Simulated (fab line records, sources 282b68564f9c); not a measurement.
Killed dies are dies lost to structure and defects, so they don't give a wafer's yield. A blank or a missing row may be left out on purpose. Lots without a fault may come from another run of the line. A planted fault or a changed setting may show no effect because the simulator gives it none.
A struck lot beside a sound one | flow rit_cmos | 44 steps out of a route of 202
Sound: wafers L108.1, L108.3, L108.4. Struck: wafers L125.1, L125.2, L125.6. The cause comes at the end.
At each step with rows: each side's tool, then ch and its chambers, then its first start. Under that, the readings that differ: sound wafers | struck wafers | difference of the means | sigmas: that difference in standard deviations of wafers without a fault.
alike: readings whose means differ by less than 2 such deviations, and words and numbers that are the same on both sides. not compared: withheld readings, readings that some wafer has no value for, bounds like >300 that may hide the same value, and numbers for which the record gives no deviation and whose values overlap.
The two part at a step that has a row with sigmas, a row that says differs or no value, or rows on one side only. Numbers that don't overlap but have no deviation are shown without sigmas and don't part them. A reading that every wafer of one side lacks parts them only if that side has two wafers or more.

first, 3 steps without rows for these wafers: RIT_REOX_CLEAN_01 (cleans in dHF, time 30 s); RIT_REOX_CLEAN_02 (cleans in SC2, time 600 s); RIT_REOX_OXIDATION_03 (target thk 25.2 nm, ox time 5580 s).
RIT_REOX_THK_MEAS_04:
  sound on film_metro-03, day 2 18:25; struck on film_metro-04, day 6 10:22
  alike: REOX_OXIDE_THK
then, 6 steps without rows for these wafers: RIT_NLDD_HMDS_00 (prime time 60 s); RIT_NLDD_COAT_01 (resist thk 1000 nm); RIT_NLDD_SOFTBAKE_02 (time 60 s); RIT_NLDD_EXPOSE_03 (exposes mask M7, target cd 40700 nm); RIT_NLDD_PEB_04; RIT_NLDD_DEVELOP_05 (develop time 50 s).
RIT_NLDD_OVL_MEAS_06:
  sound on overlay-01, day 2 19:26; struck on overlay-02, day 6 11:16
  alike: NLDD_OVL
then, 1 step without rows for these wafers: RIT_NLDD_HARDBAKE_07 (time 60 s).
RIT_NLDD_IMPLANT_08:
  sound on implanter-04 ch 0, day 2 19:38; struck on implanter-01 ch 0, day 6 11:47
RIT_NLDD_STRIP_09: strips in O2, time 180 s.
  sound on plasma_asher-03 ch 0,1, day 2 19:47; struck on plasma_asher-02 ch 0,1, day 6 11:56
  alike: drypump_motor_current_A, rf_refl_power_W
  not compared: rf_hours_counter_h
RIT_NLDD_TW_MEAS_10:
  sound on film_metro-01, day 2 19:57; struck on film_metro-02, day 6 12:06
  reading | sound          | struck         | difference | sigmas
  NLDD_TW | 2454 2465 2455 | 2942 2930 2946 | +481       | +18
then, 6 steps without rows for these wafers: RIT_PLDD_HMDS_00 (prime time 60 s); RIT_PLDD_COAT_01 (resist thk 1000 nm); RIT_PLDD_SOFTBAKE_02 (time 60 s); RIT_PLDD_EXPOSE_03 (exposes mask M8, target cd 40900 nm); RIT_PLDD_PEB_04; RIT_PLDD_DEVELOP_05 (develop time 51.09 s).
RIT_PLDD_OVL_MEAS_06:
  sound on overlay-01, day 2 20:59; struck on overlay-02, day 6 13:01
  alike: PLDD_OVL
then, 2 steps without rows for these wafers: RIT_PLDD_HARDBAKE_07 (time 60 s); RIT_PLDD_IMPLANT_08.
RIT_PLDD_STRIP_09: strips in O2, time 180 s.
  sound on plasma_asher-02 ch 0,1, day 2 21:20; struck on plasma_asher-03 ch 0,1, day 6 13:21
  alike: drypump_motor_current_A, rf_refl_power_W
  not compared: rf_hours_counter_h
RIT_PLDD_TW_MEAS_10:
  sound on film_metro-02, day 2 21:31; struck on film_metro-01, day 6 13:31
  alike: PLDD_TW
then, 4 steps without rows for these wafers: RIT_SPACER_CLEAN_00 (cleans in SC1, time 600 s); RIT_SPACER_CLEAN_01 (cleans in dHF, time 30 s); RIT_SPACER_CLEAN_02 (cleans in SC2, time 600 s); RIT_SPACER_CVD_03 (deposits Si3N4 from SiH2Cl2/NH3, target thk 250 nm, time 3300 s).
RIT_SPACER_THK_MEAS_04:
  sound on film_metro-02, day 2 23:51; struck on film_metro-02, day 6 15:52
  alike: SPACER_NITRIDE_THK
RIT_SPACER_ETCHBACK_05: etches Si3N4 in SF6/CHF3, stops on SiO2, target depth 250 nm, time 240 s.
  sound on rie_diel-01 ch 0,1,2, day 2 23:55; struck on rie_diel-01 ch 1,3, day 6 15:56
  alike: drypump_motor_current_A, oes_product_au, throttle_valve_pct
  not compared: rf_hours_counter_h
then, 6 steps without rows for these wafers: RIT_NSD_HMDS_00 (prime time 60 s); RIT_NSD_COAT_01 (resist thk 989.5 nm); RIT_NSD_SOFTBAKE_02 (time 60 s); RIT_NSD_EXPOSE_03 (exposes mask M9, target cd 40700 nm); RIT_NSD_PEB_04; RIT_NSD_DEVELOP_05 (develop time 50 s).
RIT_NSD_OVL_MEAS_06:
  sound on overlay-01, day 3 00:55; struck on overlay-02, day 6 16:59
  alike: NSD_OVL
then, 2 steps without rows for these wafers: RIT_NSD_HARDBAKE_07 (time 60 s); RIT_NSD_IMPLANT_08.
RIT_NSD_STRIP_09: strips in O2, time 180 s.
  sound on plasma_asher-01 ch 0,1, day 3 01:15; struck on plasma_asher-01 ch 0,1, day 6 17:20
  alike: drypump_motor_current_A, rf_refl_power_W
  not compared: rf_hours_counter_h
RIT_SDANNEAL_RS_MEAS_07: measures by four-point-probe.
  sound on film_metro-01, day 3 04:05; struck on film_metro-01, day 6 20:07
  reading          | sound             | struck         | difference | sigmas
  NLDD_RS (ohm/sq) | 151.3 151.4 151.9 | 86.9 86.8 87.0 | -64.6      | -99 or more
RIT_M1_PROBE_99:
  sound on prober-02, day 3 11:23; struck on prober-01, day 7 03:09
  alike: killed_at_M0_to_M3, killed_at_contacts, killed_at_front_end, killed_dies, killed_open, killed_short

WHERE THEY PART
First at RIT_NLDD_TW_MEAS_10; last, within this record, at RIT_SDANNEAL_RS_MEAS_07. Later steps at which nothing parts them and some readings are alike: RIT_M1_PROBE_99.

WHY: what the simulator had put in
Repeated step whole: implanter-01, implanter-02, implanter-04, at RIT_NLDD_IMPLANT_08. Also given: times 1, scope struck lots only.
